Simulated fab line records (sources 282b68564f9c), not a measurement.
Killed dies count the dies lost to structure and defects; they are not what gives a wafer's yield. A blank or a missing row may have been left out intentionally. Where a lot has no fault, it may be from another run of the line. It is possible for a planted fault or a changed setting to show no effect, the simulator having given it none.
fab line records | flow rit-cmos
record lots=15 | wafers=45 | last-day=8
route steps=202 shown ACTIVE@15 SPACER@129 CONTACT@180 M1@198
lots with no fault: from the same line, run without faults
start-h: hours from the record's opening day to when the first of the lot's shown wafers began | wait-h: time in hours since the lot's previous step | " same as the row above | L1.1+2: several wafers, shown together as one row | - no value, or no start given | * or withheld: withheld | < > ~ a bound
route shown NAME@n: NAME is a module with steps in the file, n the number in the route of the first one | usual: mean/standard deviation taken from wafers without a fault | same: alike in all rows | chamber/n: place in a boat | sites: readings site by site | _std_site: standard deviation across them | _edge_site: mean of outer sites minus mean of inner sites | radius-mm: for every site, how far away it sits from the centre of the wafer | mask NAME#n: copy n | behind: the most recent tool/chamber to have shaped the wafer | hold: reason for holding the lot/hours on hold/outcome of the hold | device: the n, p or np transistor that did not switch | end of line: tests of these same wafers at the route's end | for a step that has no rows: nothing shown but its recipe | killed: count of dies lost to structure and defects at first sort (not the wafer's yield) | map: a wafer's dies, x killed, . not, _ none there
set.NAME: the setting the step ran with; set.NAME@STEP: the setting that earlier step ran with | model.NAME: the simulator's own value behind a step, which no gauge read
a sample of lots followed through the steps of the route, with each step as a table and each wafer as a row
services: when a tool's chamber went out of use (start-h, in hours from the record's first day, below 0 if earlier), for how many hours, and the reason
## steps
# step RIT_ACTIVE_STRIP_14
# recipe chemistry=O2 | time-s=180 | resist=NOVOLAK | platen-temp-c=withheld | power-w=500 | pressure-mtorr=4000 | o2-flow-sccm=4000
# usual chamber-pressure-mTorr=4000/3.7 | drypump-motor-current-A=5.8/0.3 | rf-refl-power-W=6.2/1.1
lot.wafer | tool            | chamber | start-h | wait-h | chamber-pressure-mTorr | drypump-motor-current-A | rf-hours-counter-h | rf-refl-power-W
L673.1    | plasma-asher-02 | 0       | 14.84   | 0.1    | 3996                   | 6.2                     | 23                 | 4.7
L673.3    | "               | 0       | "       | "      | 4004                   | 6.2                     | -                  | 5.0
L673.4    | "               | 1       | "       | "      | 3999                   | 5.7                     | -                  | 6.7
L675.1    | plasma-asher-02 | 0       | 26.54   | 0.1    | 4006                   | 6.2                     | 24                 | 5.0
L675.2    | "               | 1       | "       | "      | 3997                   | 5.6                     | 24                 | 6.8
L675.5    | "               | 1       | "       | "      | 4006                   | 5.7                     | -                  | 6.7
L676.2    | plasma-asher-02 | 0       | 29.84   | 0.1    | 4001                   | 6.2                     | 25                 | 5.1
L676.3    | "               | 0       | "       | "      | 3999                   | 6.2                     | -                  | 5.2
L676.5    | "               | 0       | "       | "      | 4001                   | 6.2                     | -                  | 4.9
L677.1    | plasma-asher-04 | 1       | 35.81   | 0.1    | 4002                   | 5.7                     | 38                 | 5.2
L677.2    | "               | 0       | "       | "      | 3997                   | 6.0                     | 38                 | 7.4
L677.4    | "               | 0       | "       | "      | 4000                   | 6.0                     | -                  | 7.4
L680.2    | plasma-asher-04 | 0       | 50.35   | 0.1    | 4001                   | 6.0                     | 39                 | 7.4
L680.4    | "               | 1       | "       | "      | 3995                   | 5.7                     | -                  | 4.9
L680.6    | "               | 0       | "       | "      | 4002                   | 6.0                     | -                  | 7.4
L682.1    | plasma-asher-03 | 0       | 60.71   | 0.1    | 4005                   | 5.3                     | 43                 | 7.8
L682.5    | "               | 1       | "       | "      | 4002                   | 5.6                     | -                  | 6.3
L682.6    | "               | 0       | "       | "      | 4003                   | 5.3                     | -                  | 7.7
L684.1    | plasma-asher-02 | 1       | 70.56   | 0.1    | 3998                   | 5.6                     | 29                 | 7.0
L684.3    | "               | 1       | "       | "      | 3994                   | 5.7                     | -                  | 6.4
L684.6    | "               | 0       | "       | "      | 3994                   | 6.2                     | -                  | 4.7
L686.2    | plasma-asher-03 | 1       | 82.68   | 0.1    | 4009                   | 5.6                     | 45                 | 6.4
L686.4    | "               | 1       | "       | "      | 3998                   | 5.6                     | -                  | 6.5
L686.6    | "               | 0       | "       | "      | 3998                   | 5.3                     | -                  | 7.8
L688.2    | plasma-asher-03 | 0       | 90.87   | 0.1    | 4005                   | 5.3                     | 46                 | 7.8
L688.4    | "               | 0       | "       | "      | 3994                   | 5.3                     | -                  | 7.7
L688.5    | "               | 0       | "       | "      | 4002                   | 5.3                     | -                  | 7.6
L689.1    | plasma-asher-02 | 1       | 94.84   | 0.1    | 3995                   | 5.7                     | 32                 | 6.6
L689.5    | "               | 1       | "       | "      | 3997                   | 5.7                     | -                  | 6.6
L689.6    | "               | 0       | "       | "      | 3991                   | 6.3                     | -                  | 4.8
L690.1    | plasma-asher-02 | 0       | 101.55  | 0.1    | -                      | -                       | -                  | -
L690.5    | "               | 0       | "       | "      | -                      | -                       | -                  | -
L690.6    | "               | 1       | "       | "      | -                      | -                       | -                  | -
L691.2    | plasma-asher-02 | 1       | 105.91  | 0.1    | -                      | -                       | -                  | -
L691.4    | "               | 0       | "       | "      | -                      | -                       | -                  | -
L691.6    | "               | 0       | "       | "      | -                      | -                       | -                  | -
L692.2    | plasma-asher-03 | 0       | 111.99  | 0.1    | -                      | -                       | -                  | -
L692.4    | "               | 0       | "       | "      | -                      | -                       | -                  | -
L692.6    | "               | 1       | "       | "      | -                      | -                       | -                  | -
L695.1    | plasma-asher-04 | 0       | 125.23  | 0.1    | 4004                   | 6.0                     | 48                 | 7.5
L695.5    | "               | 0       | "       | "      | 3997                   | 6.0                     | -                  | 7.4
L695.6    | "               | 1       | "       | "      | 4002                   | 5.7                     | -                  | 4.9
L696.1    | plasma-asher-04 | 0       | 130.18  | 0.1    | 3998                   | 6.1                     | 49                 | 7.5
L696.4    | "               | 1       | "       | "      | 3999                   | 5.7                     | -                  | 5.0
L696.6    | "               | 1       | "       | "      | 4003                   | 5.7                     | -                  | 5.1
# step RIT_SPACER_THK_MEAS_04
# recipe reads=Si3N4_of_SPACER_CVD_03
# usual SPACER_NITRIDE_THK=250.9/2.9
lot.wafer | tool          | chamber | start-h | wait-h | SPACER_NITRIDE_THK[nm]
L673.1    | film-metro-02 | -       | 49.62   | 0.0    | 250.0
L673.3    | "             | -       | "       | "      | 250.3
L673.4    | "             | -       | "       | "      | 251.2
L675.1    | film-metro-02 | -       | 57.64   | 0.0    | 259.1
L675.2    | "             | -       | "       | "      | 259.2
L675.5    | "             | -       | "       | "      | 257.8
L676.2    | film-metro-01 | -       | 61.78   | 0.0    | 250.6
L676.3    | "             | -       | "       | "      | 253.2
L676.5    | "             | -       | "       | "      | 252.7
L677.1    | film-metro-03 | -       | 71.04   | 0.0    | 251.9
L677.2    | "             | -       | "       | "      | 250.7
L677.4    | "             | -       | "       | "      | 249.4
L680.2    | film-metro-03 | -       | 82.35   | 0.0    | 253.4
L680.4    | "             | -       | "       | "      | 254.0
L680.6    | "             | -       | "       | "      | 252.2
L682.1    | film-metro-01 | -       | 96.39   | 0.0    | 250.9
L682.5    | "             | -       | "       | "      | 250.8
L682.6    | "             | -       | "       | "      | 249.9
L684.1    | film-metro-02 | -       | 105.33  | 0.0    | 245.7
L684.3    | "             | -       | "       | "      | 247.9
L684.6    | "             | -       | "       | "      | 246.1
L686.2    | film-metro-02 | -       | 114.46  | 0.0    | 246.6
L686.4    | "             | -       | "       | "      | 246.7
L686.6    | "             | -       | "       | "      | 247.6
L688.2    | film-metro-02 | -       | 122.99  | 0.0    | 250.4
L688.4    | "             | -       | "       | "      | 249.5
L688.5    | "             | -       | "       | "      | 249.8
L689.1    | film-metro-03 | -       | 128.15  | 0.0    | 250.7
L689.5    | "             | -       | "       | "      | 249.0
L689.6    | "             | -       | "       | "      | 248.4
L695.1    | film-metro-01 | -       | 165.51  | 0.0    | 252.6
L695.5    | "             | -       | "       | "      | 250.5
L695.6    | "             | -       | "       | "      | 249.2
L696.1    | film-metro-03 | -       | 177.48  | 0.0    | 252.2
L696.4    | "             | -       | "       | "      | 254.0
L696.6    | "             | -       | "       | "      | 252.3
# step RIT_CONTACT_STRIP_12
# recipe chemistry=O2 | time-s=180 | resist=NOVOLAK | platen-temp-c=withheld | power-w=500 | pressure-mtorr=4000 | o2-flow-sccm=4000
# usual chamber-pressure-mTorr=4000/3.6 | drypump-motor-current-A=5.9/0.42 | rf-refl-power-W=6.0/1.2
lot.wafer | tool            | chamber | start-h | wait-h | chamber-pressure-mTorr | drypump-motor-current-A | rf-hours-counter-h | rf-refl-power-W
L673.1    | plasma-asher-01 | 0       | 55.82   | 0.1    | 4001                   | 6.6                     | 40                 | 4.8
L673.3    | "               | 1       | "       | "      | 3998                   | 5.0                     | -                  | 7.8
L673.4    | "               | 0       | "       | "      | 4000                   | 6.6                     | -                  | 4.8
L675.1    | plasma-asher-02 | 1       | 63.84   | 0.1    | 3995                   | 5.7                     | 28                 | 6.8
L675.2    | "               | 0       | "       | "      | 3998                   | 6.3                     | 28                 | 4.8
L675.5    | "               | 0       | "       | "      | 4006                   | 6.3                     | -                  | 4.6
L676.2    | plasma-asher-04 | 1       | 68.14   | 0.1    | 3995                   | 5.7                     | 41                 | 5.0
L676.3    | "               | 0       | "       | "      | 4003                   | 6.0                     | -                  | 7.4
L676.5    | "               | 1       | "       | "      | 3998                   | 5.7                     | -                  | 4.9
L677.1    | plasma-asher-02 | 1       | 77.34   | 0.1    | 4000                   | 5.7                     | 30                 | 6.8
L677.2    | "               | 0       | "       | "      | 3993                   | 6.2                     | 30                 | 4.5
L677.4    | "               | 0       | "       | "      | 4002                   | 6.2                     | -                  | 4.7
L680.2    | plasma-asher-04 | 1       | 88.97   | 0.1    | 3998                   | 5.7                     | 44                 | 5.0
L680.4    | "               | 0       | "       | "      | 4000                   | 6.0                     | -                  | 7.6
L680.6    | "               | 1       | "       | "      | 3999                   | 5.7                     | -                  | 5.0
L682.1    | plasma-asher-04 | 0       | 102.44  | 0.1    | 4000                   | 6.0                     | 45                 | 7.5
L682.5    | "               | 1       | "       | "      | 3995                   | 5.7                     | -                  | 4.8
L682.6    | "               | 0       | "       | "      | 3996                   | 6.0                     | -                  | 7.3
L684.1    | plasma-asher-02 | 1       | 111.65  | 0.1    | 4003                   | 5.6                     | 33                 | 7.0
L684.3    | "               | 1       | "       | "      | 4002                   | 5.6                     | -                  | 6.6
L684.6    | "               | 0       | "       | "      | 3998                   | 6.2                     | -                  | 4.8
L686.2    | plasma-asher-02 | 1       | 120.85  | 0.1    | 4005                   | 5.6                     | 35                 | 6.2
L686.4    | "               | 1       | "       | "      | 4008                   | 5.7                     | -                  | 6.4
L686.6    | "               | 1       | "       | "      | 3993                   | 5.7                     | -                  | 6.5
L688.2    | plasma-asher-04 | 0       | 129.17  | 0.1    | 4001                   | 6.0                     | 49                 | 7.4
L688.4    | "               | 1       | "       | "      | 4001                   | 5.7                     | -                  | 5.0
L688.5    | "               | 0       | "       | "      | 4005                   | 6.0                     | -                  | 7.5
L689.1    | plasma-asher-04 | 1       | 134.46  | 0.1    | 3997                   | 5.7                     | 49                 | 4.8
L689.5    | "               | 1       | "       | "      | 3998                   | 5.7                     | -                  | 5.0
L689.6    | "               | 0       | "       | "      | 4003                   | 6.0                     | -                  | 7.3
L695.1    | plasma-asher-01 | 1       | 171.93  | 0.1    | 3996                   | 5.0                     | 4                  | 7.4
L695.5    | "               | 0       | "       | "      | 4000                   | 6.6                     | -                  | 4.8
L695.6    | "               | 1       | "       | "      | 4002                   | 5.0                     | -                  | 7.5
L696.1    | plasma-asher-04 | 1       | 183.90  | 0.1    | 4002                   | 5.7                     | 53                 | 4.9
L696.4    | "               | 0       | "       | "      | 4003                   | 6.0                     | -                  | 7.4
L696.6    | "               | 1       | "       | "      | 3996                   | 5.7                     | -                  | 4.9
# step RIT_M1_STRIP_14
# recipe chemistry=O2 | time-s=180 | platen-temp-c=withheld | power-w=500 | pressure-mtorr=4000 | o2-flow-sccm=4000
# usual chamber-pressure-mTorr=4000/3.8 | drypump-motor-current-A=5.7/0.37 | rf-refl-power-W=6.4/1.2
lot.wafer | tool            | chamber | start-h | wait-h | chamber-pressure-mTorr | drypump-motor-current-A | rf-hours-counter-h | rf-refl-power-W
L673.1    | plasma-asher-01 | 0       | 58.80   | 0.0    | 4002                   | 6.6                     | 41                 | 4.8
L673.3    | "               | 0       | "       | "      | 3994                   | 6.6                     | -                  | 4.9
L673.4    | "               | 1       | "       | "      | 4007                   | 5.0                     | -                  | 7.6
L675.1    | plasma-asher-04 | 1       | 66.74   | 0.0    | 3999                   | 5.7                     | 41                 | 4.8
L675.2    | "               | 0       | "       | "      | 4000                   | 6.0                     | 41                 | 7.6
L675.5    | "               | 1       | "       | "      | 3995                   | 5.7                     | -                  | 5.0
L676.2    | plasma-asher-04 | 1       | 71.20   | 0.0    | 4000                   | 5.7                     | 42                 | 5.0
L676.3    | "               | 0       | "       | "      | 4001                   | 6.0                     | -                  | 7.4
L676.5    | "               | 0       | "       | "      | 4005                   | 6.0                     | -                  | 7.4
L677.1    | plasma-asher-04 | 0       | 80.21   | 0.0    | 4002                   | 6.0                     | 43                 | 7.4
L677.2    | "               | 1       | "       | "      | 4000                   | 5.7                     | 43                 | 5.1
L677.4    | "               | 1       | "       | "      | 4000                   | 5.8                     | -                  | 4.9
L680.2    | plasma-asher-04 | 1       | 91.91   | 0.0    | 4003                   | 5.7                     | 44                 | 4.9
L680.4    | "               | 0       | "       | "      | 3994                   | 6.0                     | -                  | 7.3
L680.6    | "               | 0       | "       | "      | 3996                   | 6.0                     | -                  | 7.4
L682.1    | plasma-asher-03 | 1       | 105.19  | 0.0    | 4003                   | 5.6                     | 48                 | 6.3
L682.5    | "               | 0       | "       | "      | 3995                   | 5.3                     | -                  | 7.4
L682.6    | "               | 1       | "       | "      | 3997                   | 5.6                     | -                  | 6.5
L684.1    | plasma-asher-03 | 0       | 114.44  | 0.0    | 4000                   | 5.3                     | 49                 | 7.8
L684.3    | "               | 0       | "       | "      | 3997                   | 5.3                     | -                  | 7.5
L684.6    | "               | 0       | "       | "      | 3998                   | 5.3                     | -                  | 7.6
L686.2    | plasma-asher-04 | 1       | 123.85  | 0.0    | 4005                   | 5.7                     | 48                 | 5.2
L686.4    | "               | 0       | "       | "      | 3994                   | 6.0                     | -                  | 7.4
L686.6    | "               | 0       | "       | "      | 3995                   | 6.0                     | -                  | 7.3
L688.2    | plasma-asher-04 | 0       | 132.08  | 0.0    | 4010                   | 6.0                     | 49                 | 7.4
L688.4    | "               | 0       | "       | "      | 4006                   | 6.0                     | -                  | 7.4
L688.5    | "               | 1       | "       | "      | 4000                   | 5.7                     | -                  | 4.9
L689.1    | plasma-asher-03 | 0       | 137.23  | 0.0    | 3997                   | 5.3                     | 51                 | 7.6
L689.5    | "               | 1       | "       | "      | 4002                   | 5.6                     | -                  | 6.4
L689.6    | "               | 0       | "       | "      | 4002                   | 5.3                     | -                  | 7.2
L695.1    | plasma-asher-03 | 1       | 174.68  | 0.0    | 4004                   | 5.6                     | 54                 | 6.3
L695.5    | "               | 1       | "       | "      | 3999                   | 5.6                     | -                  | 6.5
L695.6    | "               | 0       | "       | "      | 4004                   | 5.3                     | -                  | 7.5
L696.1    | plasma-asher-04 | 0       | 186.77  | 0.0    | 4000                   | 6.0                     | 54                 | 7.5
L696.4    | "               | 0       | "       | "      | 4005                   | 6.0                     | -                  | 7.4
L696.6    | "               | 0       | "       | "      | 3993                   | 6.0                     | -                  | 7.4
# step RIT_M1_PROBE_99
# usual killed_at_M0_to_M3=0.0/0.12 | killed-at-contacts=0.1/0.24 | killed-at-front-end=6.7/2.9 | killed-dies=6.8/2.9 | killed-on-rim=1.8/1.4 | killed-open=3.5/2 | killed-short=3.2/1.9
# same gross-dies=264 | killed_at_M4_up=0 | killed-at-back-side=0 | killed-at-other=0
lot.wafer | tool      | chamber | start-h | wait-h | killed_at_M0_to_M3 | killed-at-contacts | killed-at-front-end | killed-dies | killed-on-rim | killed-open | killed-short
L675.1    | prober-01 | -       | 68.66   | 0.1    | 0                  | 0                  | 7                   | 7           | 0             | 3           | 3
L675.2    | prober-01 | -       | 68.71   | 0.1    | 0                  | 0                  | 3                   | 3           | 1             | 1           | 2
L675.5    | prober-01 | -       | 68.86   | 0.2    | 0                  | 1                  | 8                   | 9           | 2             | 4           | 5
L676.2    | prober-02 | -       | 73.16   | 0.1    | 0                  | 0                  | 11                  | 11          | 1             | 5           | 6
L676.3    | prober-02 | -       | 73.21   | 0.2    | 0                  | 0                  | 3                   | 3           | 0             | 2           | 1
L676.5    | prober-02 | -       | 73.31   | 0.2    | 0                  | 0                  | 11                  | 11          | 3             | 8           | 3
L677.1    | prober-01 | -       | 82.12   | 0.1    | 0                  | 0                  | 10                  | 10          | 4             | 6           | 4
L677.2    | prober-01 | -       | 82.17   | 0.1    | 0                  | 0                  | 6                   | 6           | 1             | 4           | 2
L677.4    | prober-01 | -       | 82.27   | 0.2    | 0                  | 0                  | 10                  | 10          | 5             | 5           | 5
L682.1    | prober-02 | -       | 107.10  | 0.1    | 0                  | 0                  | 10                  | 10          | 3             | 2           | 8
L682.5    | prober-02 | -       | 107.30  | 0.2    | 0                  | 0                  | 11                  | 11          | 3             | 9           | 2
L682.6    | prober-02 | -       | 107.35  | 0.2    | 0                  | 0                  | 11                  | 11          | 5             | 5           | 6
L684.1    | prober-02 | -       | 116.36  | 0.1    | 0                  | 0                  | 10                  | 10          | 2             | 7           | 3
L684.3    | prober-02 | -       | 116.46  | 0.2    | 0                  | 0                  | 12                  | 12          | 1             | 6           | 6
L684.6    | prober-02 | -       | 116.61  | 0.2    | 0                  | 0                  | 12                  | 12          | 1             | 6           | 6
L686.2    | prober-02 | -       | 125.82  | 0.1    | 0                  | 0                  | 10                  | 10          | 3             | 3           | 7
L686.4    | prober-02 | -       | 125.92  | 0.2    | 0                  | 0                  | 2                   | 2           | 0             | 0           | 2
L686.6    | prober-02 | -       | 126.02  | 0.2    | 0                  | 0                  | 6                   | 6           | 1             | 3           | 3
L690.1    | prober-02 | -       | 143.67  | 0.1    | 0                  | 0                  | 264                 | 264         | 70            | 2           | 1
L690.5    | prober-02 | -       | 143.87  | 0.2    | 0                  | 0                  | 264                 | 264         | 70            | 4           | 3
L690.6    | prober-02 | -       | 143.92  | 0.2    | 0                  | 0                  | 264                 | 264         | 70            | 5           | 0
L691.2    | prober-01 | -       | 153.41  | 0.1    | 0                  | 0                  | 264                 | 264         | 70            | 2           | 2
L691.4    | prober-01 | -       | 153.51  | 0.2    | 0                  | 0                  | 264                 | 264         | 70            | 8           | 4
L691.6    | prober-01 | -       | 153.61  | 0.2    | 0                  | 0                  | 264                 | 264         | 70            | 3           | 3
L692.2    | prober-02 | -       | 161.18  | 0.1    | 0                  | 0                  | 264                 | 264         | 70            | 4           | 2
L692.4    | prober-02 | -       | 161.28  | 0.2    | 0                  | 0                  | 264                 | 264         | 70            | 0           | 2
L692.6    | prober-02 | -       | 161.38  | 0.2    | 0                  | 0                  | 264                 | 264         | 70            | 4           | 3
# killed by level:class
L675.1 GATE:geometric-particle:open=2 GATE:geometric-particle:short=2 FOX2:geometric-particle:short=1 FOX2:geometric-particle:open=1 PWELL:coat-microbubble-printed=1
L675.2 GATE:geometric-particle:short=2 REOX:geometric-particle:open=1
L675.5 SPACER:geometric-particle:short=3 SPACER:geometric-particle:open=2 FOX1:geometric-particle:open=1 GATE:geometric-particle:short=1 REOX:geometric-particle:short=1 CONTACT:geometric-particle:open=1
L676.2 FOX1:geometric-particle:short=2 GATE:geometric-particle:short=2 SILICIDE:geometric-particle:open=2 FOX2:geometric-particle:open=1 FOX2:geometric-particle:short=1 GATE:geometric-particle:open=1 REOX:geometric-particle:short=1 REOX:geometric-particle:open=1
L676.3 FOX2:geometric-particle:open=1 GATE:geometric-particle:short=1 GATE:geometric-particle:open=1
L676.5 FOX1:geometric-particle:open=5 REOX:geometric-particle:open=2 FOX1:geometric-particle:short=1 GATE:geometric-particle:open=1 GATE:geometric-particle:short=1 REOX:geometric-particle:short=1
L677.1 GATE:geometric-particle:open=3 FOX1:geometric-particle:short=2 SILICIDE:geometric-particle:open=2 GATE:geometric-particle:short=1 SPACER:geometric-particle:open=1 SILICIDE:geometric-particle:short=1
L677.2 GATE:geometric-particle:open=3 GATE:geometric-particle:short=2 SILICIDE:geometric-particle:open=1
L677.4 GATE:geometric-particle:open=5 GATE:geometric-particle:short=4 REOX:geometric-particle:short=1
L682.1 SPACER:geometric-particle:short=3 FOX1:geometric-particle:short=2 SILICIDE:geometric-particle:short=2 FOX1:geometric-particle:open=1 FOX2:geometric-particle:short=1 REOX:geometric-particle:open=1
L682.5 FOX1:geometric-particle:open=5 FOX2:geometric-particle:open=2 FOX1:geometric-particle:short=1 GATE:geometric-particle:open=1 GATE:geometric-particle:short=1 SILICIDE:geometric-particle:open=1
L682.6 FOX1:geometric-particle:short=2 GATE:geometric-particle:short=2 SILICIDE:geometric-particle:short=2 FOX1:geometric-particle:open=1 FOX2:geometric-particle:open=1 GATE:geometric-particle:open=1 SPACER:geometric-particle:open=1 SILICIDE:geometric-particle:open=1
L684.1 FOX1:geometric-particle:open=3 GATE:geometric-particle:short=2 GATE:geometric-particle:open=2 FOX1:geometric-particle:short=1 REOX:geometric-particle:open=1 SPACER:geometric-particle:open=1
L684.3 GATE:geometric-particle:short=3 FOX1:geometric-particle:open=2 GATE:geometric-particle:open=2 SILICIDE:geometric-particle:short=2 FOX2:geometric-particle:short=1 REOX:geometric-particle:open=1 SILICIDE:geometric-particle:open=1
L684.6 FOX2:geometric-particle:open=3 GATE:geometric-particle:short=2 REOX:geometric-particle:short=2 FOX1:geometric-particle:open=1 FOX2:geometric-particle:short=1 GATE:geometric-particle:open=1 REOX:geometric-particle:open=1 SILICIDE:geometric-particle:short=1
L686.2 GATE:geometric-particle:short=4 FOX2:geometric-particle:open=2 REOX:geometric-particle:short=2 FOX2:geometric-particle:short=1 REOX:geometric-particle:open=1
L686.4 GATE:geometric-particle:short=1 SPACER:geometric-particle:short=1
L686.6 GATE:geometric-particle:open=2 FOX1:geometric-particle:short=1 GATE:geometric-particle:short=1 REOX:geometric-particle:short=1 REOX:geometric-particle:open=1
L690.1 FOX1:area-oxidation=261 GATE:geometric-particle:short=1 GATE:geometric-particle:open=1 SPACER:geometric-particle:open=1
L690.5 FOX1:area-oxidation=257 FOX1:geometric-particle:open=3 GATE:geometric-particle:short=2 FOX2:geometric-particle:short=1 GATE:geometric-particle:open=1
L690.6 FOX1:area-oxidation=259 FOX1:geometric-particle:open=2 FOX2:geometric-particle:open=1 REOX:geometric-particle:open=1 SILICIDE:geometric-particle:open=1
L691.2 FOX1:area-oxidation=260 GATE:geometric-particle:open=2 SILICIDE:geometric-particle:short=2
L691.4 FOX1:area-oxidation=252 GATE:geometric-particle:open=4 FOX2:geometric-particle:open=2 FOX1:geometric-particle:short=1 FOX2:geometric-particle:short=1 REOX:geometric-particle:short=1 REOX:geometric-particle:open=1 SPACER:geometric-particle:short=1
L691.6 FOX1:area-oxidation=258 SPACER:geometric-particle:open=2 FOX1:geometric-particle:short=1 GATE:geometric-particle:open=1 GATE:geometric-particle:short=1 SPACER:geometric-particle:short=1
L692.2 FOX1:area-oxidation=258 GATE:geometric-particle:open=3 GATE:geometric-particle:short=1 REOX:geometric-particle:short=1 REOX:geometric-particle:open=1
L692.4 FOX1:area-oxidation=262 GATE:geometric-particle:short=1 SPACER:geometric-particle:short=1
L692.6 FOX1:area-oxidation=257 GATE:geometric-particle:open=3 GATE:geometric-particle:short=1 REOX:geometric-particle:short=1 SILICIDE:geometric-particle:short=1 SILICIDE:geometric-particle:open=1
## services
tool            | chamber | start-h | hours | kind
plasma-asher-02 | -       | 32.06   | 0.5   | repair
plasma-asher-01 | -       | 65.01   | 13.4  | repair
plasma-asher-01 | -       | 108.75  | 9.0   | pm
plasma-asher-01 | 0       | 108.75  | 9.0   | vent-cycle
plasma-asher-01 | 1       | 108.75  | 9.0   | vent-cycle
plasma-asher-01 | 0       | 117.75  | -     | clean
plasma-asher-01 | 1       | 117.75  | -     | clean
plasma-asher-01 | -       | 119.94  | 4.3   | repair
## key
first-sign step=RIT_ACTIVE_STRIP_14 | reading=tool-record | direction=missing
effect step=RIT_M1_PROBE_99 | reading=killed-at-front-end | direction=up | sigmas=90 | usual=6.7 | struck=264
more-kills-born-at RIT_FOX1_OXIDATION_00@furnace-03=1547 | RIT_FOX1_OXIDATION_00@furnace-01=777
met-at RIT_ACTIVE_STRIP_14
struck-lots L690,L691,L692
later-rows-left-out L690.1,L690.5,L690.6,L691.2,L691.4,L691.6,L692.2,L692.4,L692.6
tester-left-out L690,L691,L692
not-acting-at RIT_SPACER_THK_MEAS_04,RIT_CONTACT_STRIP_12,RIT_M1_STRIP_14
onset-between 94.84 101.55
fault kind=skipped-step-whole | tool=plasma-asher-02,plasma-asher-03 | chamber=- | onset-h=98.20 | steps=RIT_ACTIVE_STRIP_14 | scope=struck-lots-only
# tester-left-out: of these lots the tester's yield and bins aren't shown, on N5 and GAA mostly nor the transistor test; their killed dies are dies lost to structure and defects alone, not to doping, threshold or leakage, so they don't give the yield
# later-rows-left-out: the simulator's readings of these wafers behind a module that went badly wrong aren't trusted and aren't shown, but for the sort
